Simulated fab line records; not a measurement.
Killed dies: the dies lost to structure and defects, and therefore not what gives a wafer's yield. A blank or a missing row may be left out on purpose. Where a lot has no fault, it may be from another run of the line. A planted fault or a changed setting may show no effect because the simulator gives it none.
One fault through the eyes of 2 desks + flow berkeley-cmos170 + each desk has only its own numbers; what lay behind them comes last

## AT THE METROLOGY DESK
What the gauges read, lot by lot, whatever tool the lot ran on: means of the sampled wafers that have a number. The brackets show how far a lot's mean lies from the usual mean; more than 4 standard deviations puts the lot out of limits, marked OUT.
Columns: A = PSD_OVL at UCB170_PSD_OVL_MEAS_07, usual -2 nm; B = cd-nm at UCB170_CONTACT_CD_MEAS_15, usual 700.0 nm; C = cd-nm at UCB170_M1_CD_MEAS_09, usual 699.7 nm; D = cd-nm at UCB170_M1_CD_MEAS_90, usual 700.8 nm
| lot  | first seen here | A  | B     | C     | D     |
|------|-----------------|----|-------|-------|-------|
| L692 | day 8 00:13     | 0  | 698.0 | 699.8 | 700.3 |
| L691 | day 8 08:49     | -8 | 699.2 | 699.8 | 702.1 |
| L693 | day 8 23:56     | -3 | 700.0 | 699.7 | 701.6 |
| L699 | day 9 22:47     | 6  | 700.7 | 699.3 | 698.9 |
| L698 | day 9 22:55     | -4 | 701.5 | 697.7 | 703.7 |
| L697 | day 9 23:11     | -5 | 700.1 | 701.5 | 703.6 |
| L704 | day 10 14:56    | -7 | 702.1 | 698.7 | 699.6 |
| L706 | day 10 15:44    | -1 | 698.9 | 699.2 | 697.7 |
| L708 | day 11 04:40    | -8 | 698.5 | 699.4 | 699.5 |
| L711 | day 11 05:41    | 5  | 701.5 | 700.2 | 702.0 |
| L710 | day 11 05:44    | -4 | 701.6 | 700.4 | 702.3 |
| L709 | day 11 05:58    | -3 | 699.7 | 699.3 | 701.1 |
| L713 | day 12 09:20    | -3 | 700.3 | 701.6 | 703.7 |
| L712 | day 12 09:23    | 5  | 699.2 | 698.4 | 697.3 |
This desk's verdict: no lot among the 14 shows anything out of limits.

## TOOL OWNER'S DESK, rie-metal-01
The tool's own readings at UCB170_M1_METAL_ETCH_12 (etches Al in Cl2/BCl3, stops on PSG, target depth 780 nm, time 130 s): means of the sampled wafers that have a number, for each lot that ran on this tool. The brackets show how far a lot's mean lies from the usual mean; more than 4 standard deviations puts the lot out of limits, marked OUT.
Columns: A = drypump-motor-current-A at UCB170_M1_METAL_ETCH_12, usual 5.6 A; B = oes-product-au at UCB170_M1_METAL_ETCH_12, usual 0.857 a.u.; C = throttle-valve-pct at UCB170_M1_METAL_ETCH_12, usual 24.38 %
| lot  | first seen here | A   | B     | C     |
|------|-----------------|-----|-------|-------|
| L692 | day 8 17:33     | 5.6 | 0.863 | 24.48 |
| L691 | day 8 20:37     | 5.2 | 0.859 | 24.48 |
| L693 | day 9 16:07     | 5.5 | 0.862 | 24.49 |
| L698 | day 10 12:43    | 5.6 | 0.904 | 24.45 |
| L697 | day 10 17:05    | 5.2 | 0.871 | 24.49 |
This desk's verdict: no lot among the 5 shows anything out of limits.

## TAKEN TOGETHER
The metrology desk saw nothing out of limits.
The tool owner's desk saw nothing out of limits.

## WHAT WAS PUT IN BY THE SIMULATOR
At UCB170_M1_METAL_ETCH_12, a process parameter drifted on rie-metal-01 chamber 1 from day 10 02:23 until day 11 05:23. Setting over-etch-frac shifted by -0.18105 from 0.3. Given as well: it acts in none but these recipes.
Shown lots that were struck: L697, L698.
